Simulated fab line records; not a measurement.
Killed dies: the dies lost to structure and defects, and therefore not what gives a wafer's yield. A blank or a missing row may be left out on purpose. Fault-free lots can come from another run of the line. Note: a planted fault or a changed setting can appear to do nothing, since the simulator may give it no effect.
Matching of chambers ; flow rit cmos ; RIT_CONTACT_ETCH_11 on rie diel-02: 4 sister chambers
The step etches SiO2 in CHF3/CF4/Ar, stops on TiSi2, target depth 480 nm, time 320 s. 14 wafers are shown with their chamber, then 7 later ones without.

## EACH WAFER AND ITS CHAMBER
wafer;chamber;drypump motor current A (A);throttle valve pct (%);oes product au (a.u.)
L323.1;0;5.50;8.96;0.983
L323.2;3;6.05;8.89;1.020
L323.4;1;5.58;8.90;0.987
L324.2;2;5.85;8.65;0.979
L324.4;0;5.49;8.96;0.987
L324.6;0;5.48;8.97;0.987
L329.1;2;5.86;8.67;0.982
L329.4;0;5.45;8.98;0.980
L329.5;0;5.48;8.96;0.986
L331.1;1;5.58;8.88;0.991
L331.5;2;5.82;8.66;0.983
L331.6;1;5.56;8.87;0.992
L334.2;2;5.84;8.69;0.982
L334.5;3;6.02;8.91;1.012

SIGNATURES (means of the wafers above)
reading;chamber 0;chamber 1;chamber 2;chamber 3;scatter within a chamber
drypump motor current A;5.4800;5.5733;5.8425;6.0350;0.0173
throttle valve pct;8.9660;8.8833;8.6675;8.9000;0.0136
oes product au;0.98460;0.99000;0.98150;1.01600;0.00304
Rule: for each reading, subtract the chamber's mean from the wafer's reading, divide by that reading's scatter and square the result; add these up over the readings and take the root, which gives the wafer's distance from the chamber. If the next closest chamber is less than 2 further off than the closest, the wafer can't be placed; otherwise it belongs to the closest. The scatter: the root of (the sum of the squares of (reading less its chamber's mean) over the shown wafers, divided by (wafers less chambers)).

## WAFERS WHOSE CHAMBER IS MISSING
wafer;drypump motor current A (A);throttle valve pct (%);oes product au (a.u.)
L334.6;5.82;8.68;0.984
L338.4;6.03;8.90;1.009
L338.5;5.85;8.67;0.981
L338.6;6.01;8.90;1.010
L344.1;6.04;8.89;1.007
L344.3;5.59;8.87;0.985
L344.6;5.60;8.88;0.987

## THE CHAMBER EACH PASSED THROUGH
wafer;from the rows above;in truth
L334.6;2;2
L338.4;3;3
L338.5;2;2
L338.6;3;3
L344.1;3;3
L344.3;1;1
L344.6;1;1
Placed correctly: 7 of 7. Not placeable from these rows: 0. Placed wrongly: 0.
